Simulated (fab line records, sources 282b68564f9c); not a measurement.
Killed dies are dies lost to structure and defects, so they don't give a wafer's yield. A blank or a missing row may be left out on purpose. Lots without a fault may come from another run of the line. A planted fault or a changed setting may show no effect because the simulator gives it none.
fab line records | flow rit_cmos
record lots=6 wafers=18 last_day=8
route steps=202 shown NLDD@110 PLDD@114 SPACER@125 NSD@131 PSD@142 M1@202
lots that met no fault: from a run of the same line without faults
start_h: hours from the record's first day to the start of the lot's first wafer shown | wait_h: hours since the lot's step before | " the same as in the row above | L1.1+2: a row that stands for several wafers | - no value, or no start given | * or withheld: withheld | < > ~ a bound
route shown NAME@n: a module of which the file shows steps, and the number in the route of the first | usual: mean/standard deviation of fault-free wafers | same: alike in all rows | chamber/n: place in a boat | sites: the reading at each site | _std_site: their standard deviation | _edge_site: outer sites' mean less inner sites' | radius_mm: how far each site lies from the wafer's centre | mask NAME#n: copy n | behind: the tool/chamber that last shaped the wafer | hold: why the lot was held/for how many hours/how that ended | device: the transistor (n, p or np) that didn't switch | end of line: the same wafers' tests at the end of the route | a step without rows: its recipe alone | killed: dies lost to structure and defects at the first sort, not the wafer's yield | map: a wafer's dies, x killed, . not, _ none there
set.NAME: the setting as run; set.NAME@STEP: as run at that earlier step | model.NAME: the simulator's own value behind a step, which no gauge read
lots at some steps of the route; a table a step, a row a wafer
services: from which hour (start_h, from the record's first day; less than 0 if before it) a tool's chamber was out of use, for how many hours, and why
## steps
# step RIT_NLDD_HARDBAKE_07
# recipe resist=NOVOLAK temp_c=140 time_s=60
# step RIT_NLDD_IMPLANT_08
# recipe species=P energy_kev=20 dose_cm2=5e+14 tilt_deg=7
# step RIT_NLDD_STRIP_09
# recipe chemistry=O2 time_s=180 resist=NOVOLAK platen_temp_c=withheld power_w=500 pressure_mtorr=4000 o2_flow_sccm=4000
# usual drypump_motor_current_A=5.7/0.49
# columns lot.wafer tool chamber start_h wait_h drypump_motor_current_A rf_hours_counter_h
L415.2 plasma_asher-03 0 46.01 0.1 5.7 25
L415.5 " 0 " " 5.7 -
L415.6 " 1 " " 5.2 -
L424.1 plasma_asher-03 0 93.61 0.1 5.8 30
L424.2 " 1 " " 5.3 30
L424.5 " 0 " " 5.8 -
L425.1 plasma_asher-02 0 98.22 0.1 6.5 48
L425.2 " 1 " " 5.9 48
L425.4 " 0 " " 6.4 -
L436.1 plasma_asher-01 0 169.86 0.1 5.3 44
L436.5 " 1 " " 4.9 -
L436.6 " 0 " " 5.3 -
L438.1 plasma_asher-02 1 175.53 0.1 5.9 5
L438.3 " 0 " " 6.5 -
L438.5 " 0 " " 6.5 -
L437.3 plasma_asher-03 1 175.74 0.1 5.3 -
L437.4 " 0 " " 5.7 -
L437.5 " 0 " " 5.8 -
# step RIT_NLDD_TW_MEAS_10
# usual NLDD_TW=2506/26
# columns lot.wafer tool chamber start_h wait_h NLDD_TW
L415.2 film_metro-01 - 46.19 0.1 2469
L415.5 " - " " 2459
L415.6 " - " " 2483
L424.1 film_metro-04 - 93.79 0.1 2473
L424.2 " - " " 2488
L424.5 " - " " 2485
L425.1 film_metro-01 - 98.40 0.1 2487
L425.2 " - " " 2478
L425.4 " - " " 2491
L436.1 film_metro-03 - 170.03 0.1 2546
L436.5 " - " " 2538
L436.6 " - " " 2525
L438.1 film_metro-03 - 175.71 0.1 2520
L438.3 " - " " 2530
L438.5 " - " " 2532
L437.3 film_metro-04 - 175.88 0.1 2489
L437.4 " - " " 2488
L437.5 " - " " 2490
# step RIT_PLDD_HMDS_00
# recipe prime_time_s=60 prime_temp_c=140
# step RIT_PLDD_COAT_01
# recipe resist=NOVOLAK spin_rpm=3250 resist_thk_nm=1000
# step RIT_PLDD_SOFTBAKE_02
# recipe resist=NOVOLAK temp_c=90 time_s=60
# step RIT_PLDD_EXPOSE_03
# recipe mask_id=M8 na=0.57 target_cd_nm=40900 dose_mj=250
# step RIT_PLDD_PEB_04
# recipe resist=NOVOLAK temp_c=withheld time_s=withheld
# step RIT_PLDD_DEVELOP_05
# recipe resist=NOVOLAK develop_time_s=50 dev_temp_c=23
# step RIT_PLDD_OVL_MEAS_06
# usual PLDD_OVL=0.5/1.4
# columns lot.wafer tool chamber start_h wait_h PLDD_OVL[nm]
L415.2 overlay-02 - 47.10 - 1.4
L415.5 " - " " 1.2
L415.6 " - " " 2.0
L424.1 overlay-02 - 94.70 - 0.1
L424.2 " - " " -0.4
L424.5 " - " " 0.3
L425.1 overlay-02 - 99.31 - 2.5
L425.2 " - " " 1.9
L425.4 " - " " 0.9
L436.1 overlay-01 - 171.07 - 1.7
L436.5 " - " " 2.5
L436.6 " - " " 1.5
L438.1 overlay-01 - 176.74 - 3.0
L438.3 " - " " 2.1
L438.5 " - " " 1.2
L437.3 overlay-02 - 177.04 - -2.2
L437.4 " - " " -0.9
L437.5 " - " " -2.3
# step RIT_PLDD_HARDBAKE_07
# recipe resist=NOVOLAK temp_c=140 time_s=60
# step RIT_PLDD_IMPLANT_08
# recipe species=BF2 energy_kev=20 dose_cm2=9e+14 tilt_deg=7
# usual beam_energy_keV=20.000/0.006 beam_on_s=10.01/0.2
# columns lot.wafer tool chamber start_h wait_h beam_energy_keV beam_on_s model.implant.rp_nm model.implant.drp_nm
L415.2 implanter-03 0 47.30 0.1 20.000 10.17 17.79 9.752
L415.5 " 0 " " 19.991 9.95 17.79 9.752
L415.6 " 0 " " 20.002 10.34 17.79 9.752
L424.1 implanter-01 0 94.88 0.1 22.189 10.07 18.65 10.49
L424.2 " 0 " " 22.184 9.91 18.65 10.49
L424.5 " 0 " " 22.183 10.10 18.65 10.49
L425.1 implanter-01 0 99.49 0.1 22.187 10.19 19.34 10.49
L425.2 " 0 " " 22.190 10.23 19.34 10.49
L425.4 " 0 " " 22.193 9.74 19.34 10.49
L436.1 implanter-01 0 171.26 0.1 20.003 10.21 16.87 9.752
L436.5 " 0 " " 19.994 10.19 16.87 9.752
L436.6 " 0 " " 20.007 10.12 16.87 9.752
L438.1 implanter-02 0 176.93 0.1 19.998 9.85 17.06 9.752
L438.3 " 0 " " 20.000 10.08 17.06 9.752
L438.5 " 0 " " 20.002 9.83 17.06 9.752
L437.3 implanter-01 0 177.26 0.1 20.010 10.46 17.97 9.752
L437.4 " 0 " " 20.015 9.91 17.97 9.752
L437.5 " 0 " " 20.010 10.23 17.97 9.752
# step RIT_PLDD_STRIP_09
# recipe chemistry=O2 time_s=180 resist=NOVOLAK platen_temp_c=withheld power_w=500 pressure_mtorr=4000 o2_flow_sccm=4000
# usual drypump_motor_current_A=5.4/0.33
# columns lot.wafer tool chamber start_h wait_h drypump_motor_current_A rf_hours_counter_h
L415.2 plasma_asher-04 0 47.43 0.1 5.3 43
L415.5 " 0 " " 5.3 -
L415.6 " 1 " " 5.9 -
L424.1 plasma_asher-01 1 95.03 0.1 4.9 37
L424.2 " 0 " " 5.3 37
L424.5 " 0 " " 5.3 -
L425.1 plasma_asher-01 0 99.64 0.1 5.3 38
L425.2 " 1 " " 4.9 38
L425.4 " 1 " " 4.9 -
L436.1 plasma_asher-03 1 171.41 0.1 5.2 37
L436.5 " 0 " " 5.7 -
L436.6 " 1 " " 5.2 -
L438.1 plasma_asher-03 1 177.08 0.1 5.2 38
L438.3 " 1 " " 5.2 -
L438.5 " 0 " " 5.8 -
L437.3 plasma_asher-01 0 177.42 0.1 5.3 -
L437.4 " 1 " " 4.9 -
L437.5 " 0 " " 5.4 -
# step RIT_PLDD_TW_MEAS_10
# usual PLDD_TW=2356/25
# columns lot.wafer tool chamber start_h wait_h PLDD_TW
L415.2 film_metro-04 - 47.61 0.1 2349
L415.5 " - " " 2359
L415.6 " - " " 2357
L424.1 film_metro-01 - 95.21 0.1 2405
L424.2 " - " " 2412
L424.5 " - " " 2402
L425.1 film_metro-03 - 99.82 0.1 2453
L425.2 " - " " 2456
L425.4 " - " " 2459
L436.1 film_metro-01 - 171.58 0.1 2343
L436.5 " - " " 2329
L436.6 " - " " 2332
L438.1 film_metro-03 - 177.25 0.1 2389
L438.3 " - " " 2373
L438.5 " - " " 2378
L437.3 film_metro-01 - 177.56 0.1 2343
L437.4 " - " " 2329
L437.5 " - " " 2338
# step RIT_SPACER_CLEAN_00
# recipe chemistry=SC1 mix=3:3:50 time_s=600 temp_c=75
# step RIT_SPACER_CLEAN_01
# recipe chemistry=dHF dilution=50:1 time_s=30
# step RIT_SPACER_CLEAN_02
# recipe chemistry=SC2 mix=3:3:50 time_s=600 temp_c=75 dry=n2_spin
# step RIT_SPACER_CVD_03
# recipe material=Si3N4 target_thk_nm=250 temp_c=810 precursor=SiH2Cl2/NH3 time_s=3300 pressure_mtorr=300 sih2cl2_flow_sccm=60 nh3_flow_sccm=150
# step RIT_SPACER_THK_MEAS_04
# recipe reads=Si3N4_of_SPACER_CVD_03
# usual SPACER_NITRIDE_THK=251.1/2.3
# columns lot.wafer tool chamber start_h wait_h SPACER_NITRIDE_THK[nm]
L415.2 film_metro-01 - 50.45 0.0 248.3
L415.5 " - " " 246.2
L415.6 " - " " 250.2
L424.1 film_metro-03 - 97.55 0.0 251.1
L424.2 " - " " 251.1
L424.5 " - " " 248.7
L425.1 film_metro-02 - 103.12 0.0 247.3
L425.2 " - " " 246.8
L425.4 " - " " 249.0
L436.1 film_metro-03 - 173.96 0.0 252.8
L436.5 " - " " 254.0
L436.6 " - " " 255.0
L438.1 film_metro-02 - 179.60 0.0 253.0
L438.3 " - " " 251.1
L438.5 " - " " 249.6
L437.3 film_metro-01 - 179.90 0.0 250.1
L437.4 " - " " 250.8
L437.5 " - " " 250.8
# step RIT_SPACER_ETCHBACK_05
# recipe target_depth_a=2500 SF6_flow_sccm=30 CHF3_flow_sccm=30 target=Si3N4 chemistry=SF6/CHF3 pressure_mtorr=40 rf_w=250 time_s=240 stop_on=SiO2
# usual drypump_motor_current_A=5.6/0.42 oes_product_au=0.850/0.017 throttle_valve_pct=10.28/0.16
# columns lot.wafer tool chamber start_h wait_h drypump_motor_current_A oes_product_au rf_hours_counter_h throttle_valve_pct
L415.2 rie_diel-02 3 50.50 0.0 5.6 0.843 42 10.58
L415.5 " 1 " " 6.1 0.839 - 10.33
L415.6 " 2 " " 5.5 0.852 - 10.27
L424.1 rie_diel-03 3 97.61 0.1 5.6 0.878 1 10.00
L424.2 " 1 " " 6.2 0.851 20 10.31
L424.5 " 3 " " 5.7 0.867 - 10.00
L425.1 rie_diel-02 0 103.18 0.1 5.0 0.862 148 10.19
L425.2 " 3 " " 5.6 0.839 43 10.59
L425.4 " 1 " " 6.1 0.845 80 10.33
L436.1 rie_diel-04 2 174.02 0.1 5.9 0.846 3 10.42
L436.5 " 3 " " 5.7 0.860 - 10.49
L436.6 " 2 " " 5.9 0.854 - 10.43
L438.1 rie_diel-02 3 179.66 0.1 5.5 0.842 44 10.60
L438.3 " 3 " " 5.5 0.843 - 10.58
L438.5 " 1 " " 6.1 0.844 - 10.32
L437.3 rie_diel-03 2 179.94 0.0 5.6 0.834 83 10.20
L437.4 " 0 " " 5.0 0.815 48 10.13
L437.5 " 0 " " 4.9 0.821 - 10.11
# step RIT_NSD_HMDS_00
# recipe prime_time_s=60 prime_temp_c=140
# step RIT_NSD_COAT_01
# recipe resist=NOVOLAK spin_rpm=3250 resist_thk_nm=1000
# step RIT_NSD_SOFTBAKE_02
# recipe resist=NOVOLAK temp_c=90 time_s=60
# step RIT_NSD_EXPOSE_03
# recipe mask_id=M9 na=0.57 target_cd_nm=40700 dose_mj=250
# step RIT_NSD_PEB_04
# recipe resist=NOVOLAK temp_c=withheld time_s=withheld
# step RIT_NSD_DEVELOP_05
# recipe resist=NOVOLAK develop_time_s=50 dev_temp_c=23
# step RIT_NSD_OVL_MEAS_06
# usual NSD_OVL=-0.4/1.6
# columns lot.wafer tool chamber start_h wait_h NSD_OVL[nm]
L415.2 overlay-01 - 51.51 - -0.9
L415.5 " - " " -1.0
L415.6 " - " " -1.1
L424.1 overlay-01 - 98.74 - 0.1
L424.2 " - " " -0.8
L424.5 " - " " 0.7
L425.1 overlay-01 - 104.18 - 0.9
L425.2 " - " " 0.7
L425.4 " - " " 0.7
L436.1 overlay-01 - 175.14 - -1.7
L436.5 " - " " -1.0
L436.6 " - " " 0.2
L438.1 overlay-01 - 180.86 - -0.6
L438.3 " - " " 0.1
L438.5 " - " " 0.9
L437.3 overlay-02 - 181.11 - -2.3
L437.4 " - " " -3.0
L437.5 " - " " -2.4
# step RIT_NSD_HARDBAKE_07
# recipe resist=NOVOLAK temp_c=140 time_s=60
# step RIT_NSD_IMPLANT_08
# recipe species=P energy_kev=25 dose_cm2=1e+15 tilt_deg=7
# step RIT_NSD_STRIP_09
# recipe chemistry=O2 time_s=180 resist=NOVOLAK platen_temp_c=withheld power_w=500 pressure_mtorr=4000 o2_flow_sccm=4000
# usual drypump_motor_current_A=5.5/0.5
# columns lot.wafer tool chamber start_h wait_h drypump_motor_current_A rf_hours_counter_h
L415.2 plasma_asher-04 0 51.84 0.1 5.3 44
L415.5 " 0 " " 5.3 -
L415.6 " 1 " " 5.9 -
L424.1 plasma_asher-04 0 99.07 0.1 5.3 50
L424.2 " 1 " " 5.9 50
L424.5 " 0 " " 5.3 -
L425.1 plasma_asher-04 0 104.52 0.1 5.3 50
L425.2 " 1 " " 5.9 50
L425.4 " 0 " " 5.3 -
L436.1 plasma_asher-01 1 175.48 0.1 4.9 45
L436.5 " 0 " " 5.3 -
L436.6 " 1 " " 4.9 -
L438.1 plasma_asher-01 0 181.19 0.1 5.3 45
L438.3 " 0 " " 5.3 -
L438.5 " 1 " " 4.9 -
L437.3 plasma_asher-02 0 181.49 0.1 6.5 -
L437.4 " 1 " " 5.9 -
L437.5 " 0 " " 6.5 -
# step RIT_NSD_TW_MEAS_10
# usual NSD_TW=3126/29
# columns lot.wafer tool chamber start_h wait_h NSD_TW
L415.2 film_metro-01 - 52.02 0.1 3105
L415.5 " - " " 3124
L415.6 " - " " 3107
L424.1 film_metro-01 - 99.25 0.1 3109
L424.2 " - " " 3108
L424.5 " - " " 3109
L425.1 film_metro-03 - 104.69 0.1 3174
L425.2 " - " " 3161
L425.4 " - " " 3159
L436.1 film_metro-01 - 175.65 0.1 3114
L436.5 " - " " 3105
L436.6 " - " " 3098
L438.1 film_metro-03 - 181.37 0.1 3159
L438.3 " - " " 3162
L438.5 " - " " 3171
L437.3 film_metro-01 - 181.63 0.1 3112
L437.4 " - " " 3089
L437.5 " - " " 3076
# step RIT_PSD_HMDS_00
# recipe prime_time_s=60 prime_temp_c=140
# step RIT_PSD_COAT_01
# recipe resist=NOVOLAK spin_rpm=3250 resist_thk_nm=1000
# step RIT_PSD_SOFTBAKE_02
# recipe resist=NOVOLAK temp_c=90 time_s=60
# step RIT_PSD_EXPOSE_03
# recipe mask_id=M10 na=0.57 target_cd_nm=40900 dose_mj=250
# step RIT_PSD_PEB_04
# recipe resist=NOVOLAK temp_c=withheld time_s=withheld
# step RIT_PSD_DEVELOP_05
# recipe resist=NOVOLAK develop_time_s=50 dev_temp_c=23
# step RIT_PSD_OVL_MEAS_06
# usual PSD_OVL=0.2/1.5
# columns lot.wafer tool chamber start_h wait_h PSD_OVL[nm]
L415.2 overlay-01 - 53.05 - -0.5
L415.5 " - " " -1.1
L415.6 " - " " -3.0
L424.1 overlay-01 - 100.28 - 0.2
L424.2 " - " " -0.4
L424.5 " - " " 0.8
L425.1 overlay-02 - 105.60 - 1.3
L425.2 " - " " -0.2
L425.4 " - " " 0.9
L436.1 overlay-02 - 176.56 - 0.7
L436.5 " - " " 1.5
L436.6 " - " " 1.8
L438.1 overlay-01 - 182.40 - 1.3
L438.3 " - " " 0.2
L438.5 " - " " 1.0
L437.3 overlay-02 - 182.69 - -2.2
L437.4 " - " " -3.1
L437.5 " - " " -1.3
# step RIT_PSD_HARDBAKE_07
# recipe resist=NOVOLAK temp_c=140 time_s=60
# step RIT_PSD_IMPLANT_08
# recipe species=BF2 energy_kev=27 dose_cm2=5e+15 tilt_deg=7
# step RIT_PSD_STRIP_09
# recipe chemistry=O2 time_s=180 resist=NOVOLAK platen_temp_c=withheld power_w=500 pressure_mtorr=4000 o2_flow_sccm=4000
# usual drypump_motor_current_A=5.7/0.41
# columns lot.wafer tool chamber start_h wait_h drypump_motor_current_A rf_hours_counter_h
L415.2 plasma_asher-04 0 53.38 0.1 5.3 44
L415.5 " 0 " " 5.3 -
L415.6 " 1 " " 5.9 -
L424.1 plasma_asher-02 1 100.62 0.1 5.9 48
L424.2 " 0 " " 6.5 48
L424.5 " 0 " " 6.5 -
L425.1 plasma_asher-02 0 105.94 0.1 6.5 48
L425.2 " 1 " " 5.9 48
L425.4 " 1 " " 5.9 -
L436.1 plasma_asher-04 0 176.90 0.1 5.3 57
L436.5 " 0 " " 5.3 -
L436.6 " 1 " " 5.9 -
L438.1 plasma_asher-03 1 182.74 0.1 5.3 39
L438.3 " 1 " " 5.2 -
L438.5 " 0 " " 5.7 -
L437.3 plasma_asher-04 0 183.28 0.1 5.3 -
L437.4 " 1 " " 5.9 -
L437.5 " 0 " " 5.3 -
# step RIT_SDANNEAL_RS_MEAS_06
# recipe thk_meas_gauge=four-point-probe
# usual PLDD_RS=178.8/0.46
# columns lot.wafer tool chamber start_h wait_h PLDD_RS[ohm/sq]
L415.2 film_metro-03 - 54.32 0.1 178.6
L415.5 " - " " 178.2
L415.6 " - " " 178.3
L424.1 film_metro-04 - 101.53 0.1 172.0
L424.2 " - " " 171.8
L424.5 " - " " 171.6
L425.1 film_metro-04 - 106.84 0.1 172.6
L425.2 " - " " 171.8
L425.4 " - " " 172.5
L436.1 film_metro-03 - 177.80 0.1 177.8
L436.5 " - " " 179.1
L436.6 " - " " 178.3
L438.1 film_metro-04 - 183.66 0.1 178.5
L438.3 " - " " 178.5
L438.5 " - " " 178.9
L437.3 film_metro-01 - 184.18 0.1 179.0
L437.4 " - " " 178.7
L437.5 " - " " 178.8
# step RIT_M1_PROBE_99
# usual killed_at_contacts=0.1/0.27 killed_at_front_end=7/3.1 killed_dies=7/3.2 killed_open=3.8/2.1 killed_short=3.6/2
# same gross_dies=264 killed_at_M0_to_M3=0 killed_at_M4_up=0 killed_at_back_side=0 killed_at_other=0
# columns lot.wafer tool chamber start_h wait_h killed_at_contacts killed_at_front_end killed_dies killed_open killed_short model.etest.pmos_turned.r_on_ohm_um model.etest.pmos_0p3.r_on_ohm_um model.etest.pmos_0p15.r_on_ohm_um model.etest.pldd.rs_ohm_sq model.etest.pldd.line_ohm_um model.etest.pmos_turned.drive_ua_um model.etest.pmos_0p15.drive_ua_um model.etest.pmos_0p15.off_log10_a_um
L415.2 prober-01 - 61.47 0.1 0 6 6 3 3 3321 6341 2698 463.5 146 198.1 261.8 -10.35
L415.5 prober-01 - 61.62 0.2 1 10 11 6 5 3244 6292 2624 460.3 149.6 202.6 267.1 -10.05
L415.6 prober-01 - 61.67 0.2 0 7 7 4 3 3279 6327 2630 453.5 143.2 204.5 267.3 -10.12
L424.1 prober-02 - 108.65 0.1 0 9 9 3 6 3217 6160 2640 404.8 126.2 209.7 268.7 -10.12
L424.2 prober-02 - 108.70 0.1 0 6 6 3 3 3136 6076 2527 400.1 127.4 217.3 280.2 -9.964
L424.5 prober-02 - 108.85 0.2 0 11 11 4 7 3114 5997 2556 392.3 123 216.6 277.1 -10.08
L425.1 prober-01 - 114.08 0.1 1 9 10 7 3 3213 6158 2655 394.3 123.8 210.7 269.2 -10.09
L425.2 prober-01 - 114.13 0.1 0 5 5 4 1 3217 6222 2641 402.8 127.1 207.1 266.4 -10.23
L425.4 prober-01 - 114.23 0.2 0 6 6 3 3 3343 6358 2694 426.6 136.6 195.8 256 -10.35
L436.1 prober-02 - 185.06 0.1 0 3 3 2 1 3682 6567 2962 535.6 171.6 175.8 238 -10.66
L436.5 prober-02 - 185.26 0.2 0 5 5 1 4 3665 6492 2931 554.7 173.1 169.6 240.7 -10.61
L436.6 prober-02 - 185.31 0.2 1 6 7 4 3 3724 6547 2958 541.5 170.3 172.6 236.2 -10.72
L438.1 prober-01 - 191.00 0.1 0 11 11 7 4 3773 6641 2967 575.1 181.9 166.9 235.5 -10.77
L438.3 prober-01 - 191.10 0.2 0 6 6 5 1 3760 6597 2938 588 186 168.8 238.9 -10.64
L438.5 prober-01 - 191.20 0.2 1 5 6 4 2 3638 6541 2882 569.8 180.5 172.7 242.1 -10.71
L437.3 prober-02 - 192.60 0.2 0 4 4 4 0 3583 6505 2900 461.8 145.9 183.6 243.4 -10.52
L437.4 prober-02 - 192.65 0.2 0 5 5 2 3 3457 6311 2842 458.6 143.5 188.1 249.7 -10.5
L437.5 prober-02 - 192.70 0.2 0 7 7 5 2 3482 6443 2807 454.2 144.8 186.9 245.8 -10.54
# killed by level:class
L415.2 GATE:geometric_particle:short=3 GATE:geometric_particle:open=1 REOX:geometric_particle:open=1 SPACER:geometric_particle:open=1
L415.5 GATE:geometric_particle:open=2 REOX:geometric_particle:open=2 FOX1:geometric_particle:short=1 FOX1:geometric_particle:open=1 FOX2:geometric_particle:short=1 GATE:geometric_particle:short=1 SPACER:geometric_particle:short=1 SILICIDE:geometric_particle:open=1
L415.6 GATE:geometric_particle:open=2 REOX:geometric_particle:short=2 FOX1:geometric_particle:open=1 FOX2:geometric_particle:open=1 SPACER:geometric_particle:short=1
L424.1 GATE:geometric_particle:short=2 GATE:geometric_particle:open=2 FOX2:geometric_particle:short=1 REOX:geometric_particle:short=1 SPACER:geometric_particle:short=1 SPACER:geometric_particle:open=1 SILICIDE:geometric_particle:short=1
L424.2 GATE:geometric_particle:open=2 SPACER:geometric_particle:short=2 SPACER:geometric_particle:open=1 SILICIDE:geometric_particle:short=1
L424.5 GATE:geometric_particle:short=3 SILICIDE:geometric_particle:short=3 FOX1:geometric_particle:short=1 FOX2:geometric_particle:open=1 GATE:geometric_particle:open=1 REOX:geometric_particle:open=1 SILICIDE:geometric_particle:open=1
L425.1 GATE:geometric_particle:open=2 SILICIDE:geometric_particle:open=2 FOX1:geometric_particle:short=1 FOX2:geometric_particle:open=1 GATE:geometric_particle:short=1 REOX:geometric_particle:open=1 SILICIDE:geometric_particle:short=1 CONTACT:geometric_particle:open=1
L425.2 FOX1:geometric_particle:open=2 FOX2:geometric_particle:open=1 GATE:geometric_particle:open=1 GATE:geometric_particle:short=1
L425.4 FOX2:geometric_particle:short=2 FOX2:geometric_particle:open=1 GATE:geometric_particle:open=1 GATE:geometric_particle:short=1 SPACER:geometric_particle:open=1
L436.1 REOX:geometric_particle:open=1 SPACER:geometric_particle:open=1 SILICIDE:geometric_particle:short=1
L436.5 FOX1:geometric_particle:short=2 GATE:geometric_particle:short=2 SPACER:geometric_particle:open=1
L436.6 SPACER:geometric_particle:open=2 GATE:geometric_particle:open=1 REOX:geometric_particle:open=1 SPACER:geometric_particle:short=1 SILICIDE:geometric_particle:short=1 CONTACT:geometric_particle:short=1
L438.1 SPACER:geometric_particle:open=3 GATE:geometric_particle:open=2 GATE:geometric_particle:short=2 SPACER:geometric_particle:short=2 REOX:geometric_particle:open=1 SILICIDE:geometric_particle:open=1
L438.3 GATE:geometric_particle:open=3 GATE:geometric_particle:short=1 SPACER:geometric_particle:open=1 SILICIDE:geometric_particle:open=1
L438.5 SPACER:geometric_particle:open=2 GATE:geometric_particle:short=1 REOX:geometric_particle:open=1 SILICIDE:geometric_particle:short=1 CONTACT:geometric_particle:open=1
L437.3 GATE:geometric_particle:open=3 SPACER:geometric_particle:open=1
L437.4 GATE:geometric_particle:short=2 FOX1:geometric_particle:short=1 GATE:geometric_particle:open=1 REOX:geometric_particle:open=1
L437.5 FOX1:geometric_particle:open=2 GATE:geometric_particle:open=2 FOX2:geometric_particle:short=1 FOX2:geometric_particle:open=1 GATE:geometric_particle:short=1
## services
# columns tool chamber start_h hours kind
plasma_asher-03 - 54.35 4.3 repair
plasma_asher-01 - 54.84 6.3 repair
rie_diel-02 - 65.82 14.6 pm
rie_diel-04 2 67.37 2.4 repair
implanter-02 - 80.94 8.9 repair
implanter-01 - 88.52 3.7 pm
implanter-03 - 94.88 2.2 repair
plasma_asher-02 - 108.75 9.0 pm
plasma_asher-02 0 108.75 9.0 vent_cycle
plasma_asher-02 1 108.75 9.0 vent_cycle
implanter-03 - 112.20 2.0 pm
implanter-01 - 114.42 3.3 repair
plasma_asher-02 0 117.75 - clean
plasma_asher-02 1 117.75 - clean
rie_diel-03 0 120.68 3.1 repair
implanter-03 - 122.91 56.3 pm
implanter-01 - 146.74 3.3 pm
rie_diel-02 0 156.97 3.9 repair
rie_diel-02 0 163.51 - clean
rie_diel-02 0 163.51 22.0 scheduled_down
rie_diel-02 2 170.87 18.4 repair
rie_diel-04 - 175.47 0.4 repair
implanter-03 - 179.22 5.7 pm
plasma_asher-02 - 180.85 0.5 repair
## key
first_sign step=RIT_PLDD_IMPLANT_08 reading=beam_energy_keV direction=up sigmas=99+ usual=20.000 struck=22.188
effect step=RIT_PLDD_TW_MEAS_10 reading=PLDD_TW direction=up sigmas=3 usual=2356 struck=2431
effect step=RIT_SDANNEAL_RS_MEAS_06 reading=PLDD_RS direction=down sigmas=15 usual=178.8 struck=172.0
model_effect step=RIT_PLDD_IMPLANT_08 value=implant.rp_nm without=17.52 struck=18.99
model_effect step=RIT_M1_PROBE_99 value=etest.pmos_turned.r_on_ohm_um without=3446 struck=3206
met_at RIT_PLDD_IMPLANT_08
struck_wafers L424.1,L424.2,L424.5,L425.1,L425.2,L425.4
tester_left_out L424,L425
loop_trim step=RIT_M1_EXPOSE_06 setting=dose lots=L424,L425
fault kind=process_parameter_drift tool=implanter-01 chamber=- onset_h=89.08 steps=RIT_PLDD_IMPLANT_08 channel=energy_kev offset=2.1835 shape=step end_h=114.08 acts_in=these_recipes_only stated=20
# tester_left_out: of these lots the tester's yield and bins aren't shown, on N5 and GAA mostly nor the transistor test; their killed dies are dies lost to structure and defects alone, not to doping, threshold or leakage, so they don't give the yield
# loop_trim: a control loop set the setting to another value than it would have without faults
